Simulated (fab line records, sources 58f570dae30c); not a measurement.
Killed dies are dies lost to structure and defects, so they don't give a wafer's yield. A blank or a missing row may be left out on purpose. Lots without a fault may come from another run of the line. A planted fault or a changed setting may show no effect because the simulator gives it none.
Which tool did it? | flow berkeley_cmos170 | 24 lots, 72 wafers sampled, at 5 steps of a route of 331

WHAT THE GAUGES READ, wafer by wafer
UCB170_M3_CD_MEAS_15: target cd 700 nm. Usual: cd_nm 699.8 nm, standard deviation 1.4.
lot  | measured     | on        | cd_nm (nm)        | flag
L074 | day 8 23:00  | cd_sem-02 | 697.6 697.0 697.3 |
L075 | day 9 14:04  | cd_sem-02 | 698.1 698.5 698.6 |
L076 | day 9 15:19  | cd_sem-01 | 701.6 702.5 700.5 |
L079 | day 10 08:00 | cd_sem-02 | 701.0 700.7 701.3 |
L080 | day 10 12:22 | cd_sem-02 | 700.4 700.2 701.5 |
L082 | day 10 12:47 | cd_sem-02 | 699.5 700.3 701.6 |
L078 | day 10 12:54 | cd_sem-02 | 698.9 698.6 698.2 |
L081 | day 10 14:13 | cd_sem-01 | 700.3 700.0 702.5 |
L077 | day 10 14:43 | cd_sem-01 | 697.7 698.9 700.6 |
L083 | day 10 15:55 | cd_sem-02 | 703.7 701.8 702.0 |
L084 | day 10 17:11 | cd_sem-01 | 700.6 699.9 699.9 |
L085 | day 11 09:00 | cd_sem-01 | 699.6 699.8 700.7 |
L086 | day 11 09:14 | cd_sem-02 | 699.9 701.4 700.6 |
L088 | day 12 00:14 | cd_sem-01 | 701.5 701.9 701.1 |
L087 | day 12 01:17 | cd_sem-01 | 698.5 698.2 698.4 |
L089 | day 12 01:45 | cd_sem-01 | 699.4 700.7 699.2 |
L090 | day 12 07:41 | cd_sem-01 | 699.8 699.8 699.2 |
L091 | day 12 16:47 | cd_sem-01 | 699.2 699.1 699.8 |
L092 | day 12 17:04 | cd_sem-02 | 700.5 700.4 700.0 |
L093 | day 12 17:21 | cd_sem-02 | 701.9 701.9 701.6 |
L095 | day 12 23:45 | cd_sem-02 | 699.9 699.5 700.4 |
L094 | day 13 02:55 | cd_sem-02 | 701.8 699.7 699.5 |
L097 | day 13 11:55 | cd_sem-01 | 697.5 698.7 698.1 |
L096 | day 13 15:46 | cd_sem-01 | 698.9 698.5 697.5 |

UCB170_M3_OVL_MEAS_16. Usual: M3_OVL 0 nm, standard deviation 6.1.
lot  | measured     | on         | M3_OVL (nm) | flag
L074 | day 8 23:05  | overlay-02 | 5 -1 7      |
L075 | day 9 14:10  | overlay-02 | -2 1 -3     |
L076 | day 9 15:24  | overlay-02 | -2 -3 3     |
L079 | day 10 08:07 | overlay-02 | -2 6 8      |
L080 | day 10 12:29 | overlay-01 | 5 2 1       |
L082 | day 10 12:53 | overlay-01 | -5 -6 -1    |
L078 | day 10 13:00 | overlay-02 | 2 -4 -4     |
L081 | day 10 14:19 | overlay-02 | 0 6 5       |
L077 | day 10 14:50 | overlay-01 | -5 -9 -4    |
L083 | day 10 16:02 | overlay-02 | 7 3 -5      |
L084 | day 10 17:19 | overlay-02 | -2 -4 5     |
L085 | day 11 09:06 | overlay-02 | 2 -3 3      |
L086 | day 11 09:22 | overlay-01 | 6 5 2       |
L088 | day 12 00:22 | overlay-02 | -10 -6 -2   |
L087 | day 12 01:25 | overlay-01 | 3 0 -6      |
L089 | day 12 01:50 | overlay-02 | -1 5 -2     |
L090 | day 12 07:48 | overlay-01 | -2 -7 -5    |
L091 | day 12 16:55 | overlay-02 | 14 15 12    |
L092 | day 12 17:10 | overlay-01 | 4 1 -8      |
L093 | day 12 17:28 | overlay-01 | 9 16 13     |
L095 | day 12 23:52 | overlay-01 | 1 -4 -3     |
L094 | day 13 03:02 | overlay-02 | 4 0 -1      |
L097 | day 13 12:02 | overlay-02 | 1 -12 -7    |
L096 | day 13 15:52 | overlay-01 | -3 -5 -2    |

WHICH TOOL RAN EACH LOT (tool, then ch and the chambers of the sampled wafers, then the start)
lot  | UCB170_M2_METAL_ETCH_18           | UCB170_V2_STRIP_15                   | UCB170_M3_SPUTTER_01
L074 | rie_metal-04 ch 0,1, day 8 16:21  | plasma_asher-01 ch 0,1, day 8 18:56  | pvd_sputter-03, day 8 19:11
L075 | rie_metal-04 ch 0, day 9 07:26    | plasma_asher-04 ch 0,1, day 9 10:13  | pvd_sputter-04, day 9 10:28
L076 | rie_metal-01 ch 0,1, day 9 08:35  | plasma_asher-02 ch 0,1, day 9 12:26  | pvd_sputter-03, day 9 12:41
L079 | rie_metal-02 ch 1, day 10 02:02   | plasma_asher-02 ch 0,1, day 10 04:37 | pvd_sputter-04, day 10 04:54
L080 | rie_metal-01 ch 1, day 10 06:29   | plasma_asher-02 ch 0,1, day 10 09:29 | pvd_sputter-04, day 10 09:47
L082 | rie_metal-02 ch 1, day 10 06:50   | plasma_asher-04 ch 0,1, day 10 09:46 | pvd_sputter-03, day 10 10:01
L078 | rie_metal-04 ch 0,1, day 10 06:59 | plasma_asher-02 ch 0,1, day 10 10:01 | pvd_sputter-02, day 10 10:18
L081 | rie_metal-01 ch 1, day 10 07:58   | plasma_asher-01 ch 0,1, day 10 10:44 | pvd_sputter-04, day 10 11:01
L077 | rie_metal-02 ch 1, day 10 08:16   | plasma_asher-04 ch 0, day 10 11:28   | pvd_sputter-03, day 10 11:45
L083 | rie_metal-04 ch 0,1, day 10 10:13 | plasma_asher-01 ch 0,1, day 10 13:01 | pvd_sputter-02, day 10 13:18
L084 | rie_metal-01 ch 1, day 10 11:23   | plasma_asher-01 ch 0,1, day 10 14:48 | pvd_sputter-04, day 10 15:05
L085 | rie_metal-02 ch 1, day 11 02:22   | plasma_asher-01 ch 1, day 11 06:20   | pvd_sputter-03, day 11 06:38
L086 | rie_metal-01 ch 0,1, day 11 02:27 | plasma_asher-04 ch 0,1, day 11 06:34 | pvd_sputter-03, day 11 06:52
L088 | rie_metal-01 ch 0,1, day 11 17:13 | plasma_asher-04 ch 0,1, day 11 20:02 | pvd_sputter-03, day 11 20:19
L087 | rie_metal-02 ch 0,1, day 11 17:41 | plasma_asher-02 ch 0,1, day 11 20:19 | pvd_sputter-04, day 11 20:37
L089 | rie_metal-04 ch 0,1, day 11 18:10 | plasma_asher-01 ch 0,1, day 11 20:50 | pvd_sputter-02, day 11 21:05
L090 | rie_metal-04 ch 0,1, day 12 01:52 | plasma_asher-02 ch 0,1, day 12 05:16 | pvd_sputter-03, day 12 05:32
L091 | rie_metal-01 ch 0,1, day 12 10:18 | plasma_asher-04 ch 0,1, day 12 13:22 | pvd_sputter-02, day 12 13:38
L092 | rie_metal-04 ch 0,1, day 12 10:36 | plasma_asher-02 ch 0,1, day 12 14:02 | pvd_sputter-03, day 12 14:17
L093 | rie_metal-02 ch 0,1, day 12 10:47 | plasma_asher-04 ch 1, day 12 14:10   | pvd_sputter-04, day 12 14:27
L095 | rie_metal-01 ch 0,1, day 12 18:57 | plasma_asher-04 ch 0,1, day 12 21:25 | pvd_sputter-03, day 12 21:43
L094 | rie_metal-04 ch 0,1, day 12 21:29 | plasma_asher-01 ch 0,1, day 12 23:57 | pvd_sputter-02, day 13 00:14
L097 | rie_metal-01 ch 0,1, day 13 06:06 | plasma_asher-02 ch 0,1, day 13 09:07 | pvd_sputter-04, day 13 09:25
L096 | rie_metal-01 ch 0,1, day 13 10:05 | plasma_asher-04 ch 0,1, day 13 13:12 | pvd_sputter-03, day 13 13:29
- UCB170_M2_METAL_ETCH_18: etches Al in Cl2/BCl3, stops on SiO2, target depth 1170 nm, time 195 s.
- UCB170_V2_STRIP_15: strips in O2.
- UCB170_M3_SPUTTER_01: material Al, target thk 900 nm, time 120 s.

WHAT THE TOOLS THEMSELVES READ (means of the sampled wafers that have a number; where no wafer has one, the mark that the record gives instead)
UCB170_M2_METAL_ETCH_18. Usual: drypump_motor_current_A 6.0 A, standard deviation 0.33; mfc_cl2_sccm 89.94 sccm, standard deviation 0.26; oes_product_au 0.861 a.u., standard deviation 0.016; rf_fwd_power_W 598.2 W, standard deviation 1.9; throttle_valve_pct 24.46 %, standard deviation 0.25.
lot  | tool         | drypump_motor_current_A (A) | mfc_cl2_sccm (sccm) | oes_product_au (a.u.) | rf_fwd_power_W (W) | throttle_valve_pct (%) | flag
L074 | rie_metal-04 | 5.7                         | 89.74               | 0.874                 | 598.6              | 24.57                  |
L075 | rie_metal-04 | 6.1                         | 90.21               | 0.882                 | 600.9              | 24.63                  |
L076 | rie_metal-01 | 6.1                         | 89.94               | 0.848                 | 598.0              | 24.08                  |
L079 | rie_metal-02 | 6.0                         | 90.07               | 0.861                 | 595.2              | 24.44                  |
L080 | rie_metal-01 | 5.7                         | 89.99               | 0.857                 | 599.9              | 24.56                  |
L082 | rie_metal-02 | 6.0                         | 90.40               | 0.862                 | 597.7              | 24.43                  |
L078 | rie_metal-04 | 5.9                         | 89.76               | 0.884                 | 597.2              | 24.63                  |
L081 | rie_metal-01 | 5.7                         | 89.95               | 0.862                 | 598.4              | 24.56                  |
L077 | rie_metal-02 | 6.0                         | 89.73               | 0.858                 | 598.0              | 24.44                  |
L083 | rie_metal-04 | 5.7                         | 89.89               | 0.874                 | 599.0              | 24.63                  |
L084 | rie_metal-01 | 5.7                         | 89.95               | 0.858                 | 599.5              | 24.58                  |
L085 | rie_metal-02 | 6.0                         | 90.11               | 0.861                 | 597.2              | 24.44                  |
L086 | rie_metal-01 | 5.9                         | 89.75               | 0.851                 | 597.0              | 24.35                  |
L088 | rie_metal-01 | 5.9                         | 90.05               | 0.849                 | 596.9              | 24.35                  |
L087 | rie_metal-02 | 6.4                         | 90.07               | 0.855                 | 596.8              | 24.50                  |
L089 | rie_metal-04 | 5.9                         | 89.61               | 0.872                 | 598.8              | 24.64                  |
L090 | rie_metal-04 | 5.7                         | 90.04               | 0.884                 | 598.1              | 24.63                  |
L091 | rie_metal-01 | 5.9                         | 89.84               | 0.845                 | 599.3              | 24.35                  |
L092 | rie_metal-04 | 5.9                         | 89.98               | 0.874                 | 599.0              | 24.64                  |
L093 | rie_metal-02 | 6.2                         | 89.90               | 0.855                 | 596.3              | 24.47                  |
L095 | rie_metal-01 | 5.9                         | 89.94               | 0.846                 | 598.6              | 24.34                  |
L094 | rie_metal-04 | 5.7                         | 90.01               | 0.872                 | 600.1              | 24.63                  |
L097 | rie_metal-01 | 5.9                         | 89.97               | 0.850                 | 601.3              | 24.35                  |
L096 | rie_metal-01 | 6.1                         | 89.84               | 0.844                 | 598.2              | 24.13                  |

UCB170_V2_STRIP_15. Usual: drypump_motor_current_A 6.1 A, standard deviation 0.38; oes_product_au 0.721 a.u., standard deviation 0.0041; strip_time_to_endpoint_s 15.35 s, standard deviation 0.097.
lot  | tool            | drypump_motor_current_A (A) | oes_product_au (a.u.) | strip_time_to_endpoint_s (s) | flag
L074 | plasma_asher-01 | 6.1                         | 0.726                 | 15.45                        |
L075 | plasma_asher-04 | 6.4                         | 0.722                 | 15.28                        |
L076 | plasma_asher-02 | 6.2                         | 0.721                 | 15.37                        |
L079 | plasma_asher-02 | 6.1                         | 0.726                 | 15.36                        |
L080 | plasma_asher-02 | 6.2                         | 0.719                 | 15.43                        |
L082 | plasma_asher-04 | 6.4                         | 0.721                 | 15.35                        |
L078 | plasma_asher-02 | 6.2                         | 0.723                 | 15.39                        |
L081 | plasma_asher-01 | 5.7                         | 0.724                 | 15.32                        |
L077 | plasma_asher-04 | 6.6                         | 0.722                 | 15.38                        |
L083 | plasma_asher-01 | 5.7                         | 0.722                 | 15.29                        |
L084 | plasma_asher-01 | 5.7                         | 0.720                 | 15.32                        |
L085 | plasma_asher-01 | 5.4                         | 0.719                 | 15.33                        |
L086 | plasma_asher-04 | 6.4                         | 0.721                 | 15.35                        |
L088 | plasma_asher-04 | 6.4                         | 0.721                 | 15.35                        |
L087 | plasma_asher-02 | 6.1                         | 0.718                 | 15.41                        |
L089 | plasma_asher-01 | 5.7                         | 0.719                 | 15.30                        |
L090 | plasma_asher-02 | 6.1                         | 0.722                 | 15.30                        |
L091 | plasma_asher-04 | 6.4                         | 0.719                 | 15.21                        |
L092 | plasma_asher-02 | 6.1                         | 0.723                 | 15.35                        |
L093 | plasma_asher-04 | 6.1                         | 0.722                 | 15.39                        |
L095 | plasma_asher-04 | 6.3                         | 0.723                 | 15.38                        |
L094 | plasma_asher-01 | 6.1                         | 0.722                 | 15.41                        |
L097 | plasma_asher-02 | 6.2                         | 0.726                 | 15.40                        |
L096 | plasma_asher-04 | 6.3                         | 0.721                 | 15.43                        |

UCB170_M3_SPUTTER_01. Usual: cathode_dc_power_W 5999.9 W, standard deviation 1.1; throttle_valve_pct 30.0 %, standard deviation 0.61.
lot  | tool           | cathode_dc_power_W (W) | throttle_valve_pct (%) | flag
L074 | pvd_sputter-03 | 5999.2                 | 29.7                   |
L075 | pvd_sputter-04 | 6000.6                 | 30.2                   |
L076 | pvd_sputter-03 | 6000.3                 | 29.8                   |
L079 | pvd_sputter-04 | 6000.1                 | 30.1                   |
L080 | pvd_sputter-04 | 6000.4                 | 29.9                   |
L082 | pvd_sputter-03 | 6000.3                 | 29.5                   |
L078 | pvd_sputter-02 | 5999.8                 | 30.7                   |
L081 | pvd_sputter-04 | 6000.8                 | 30.0                   |
L077 | pvd_sputter-03 | 6000.5                 | 29.5                   |
L083 | pvd_sputter-02 | 6000.4                 | 30.8                   |
L084 | pvd_sputter-04 | 5999.8                 | 30.0                   |
L085 | pvd_sputter-03 | 6000.6                 | 29.6                   |
L086 | pvd_sputter-03 | 5999.1                 | 29.5                   |
L088 | pvd_sputter-03 | 5999.8                 | 29.5                   |
L087 | pvd_sputter-04 | 6000.7                 | 30.1                   |
L089 | pvd_sputter-02 | 6000.7                 | 30.7                   |
L090 | pvd_sputter-03 | 6000.3                 | 29.4                   |
L091 | pvd_sputter-02 | 5998.9                 | 30.5                   |
L092 | pvd_sputter-03 | 6000.4                 | 30.5                   |
L093 | pvd_sputter-04 | 5999.8                 | 29.9                   |
L095 | pvd_sputter-03 | 6000.2                 | 30.1                   |
L094 | pvd_sputter-02 | 6000.3                 | 30.7                   |
L097 | pvd_sputter-04 | 5999.7                 | 29.9                   |
L096 | pvd_sputter-03 | 5999.5                 | 30.0                   |

THE ANSWER, worked out from the rows above alone
Rule: a lot is off if the mean of its wafers that have a number lies more than 3 standard deviations from the usual mean. A lot without any number at a reading at which 4 lots or more have one is off too. The other lots that the step has rows for count as sound. The gauges are gone through in route order, then the tools' own readings, and for those a lot's mean is taken as printed above. The first step at which some lot is off is used, and at that step the reading that is off furthest; a lot without a number counts as furthest.
No lot is off at any reading shown: from this, nothing can be told.

WHAT THE SIMULATOR HAD PUT IN
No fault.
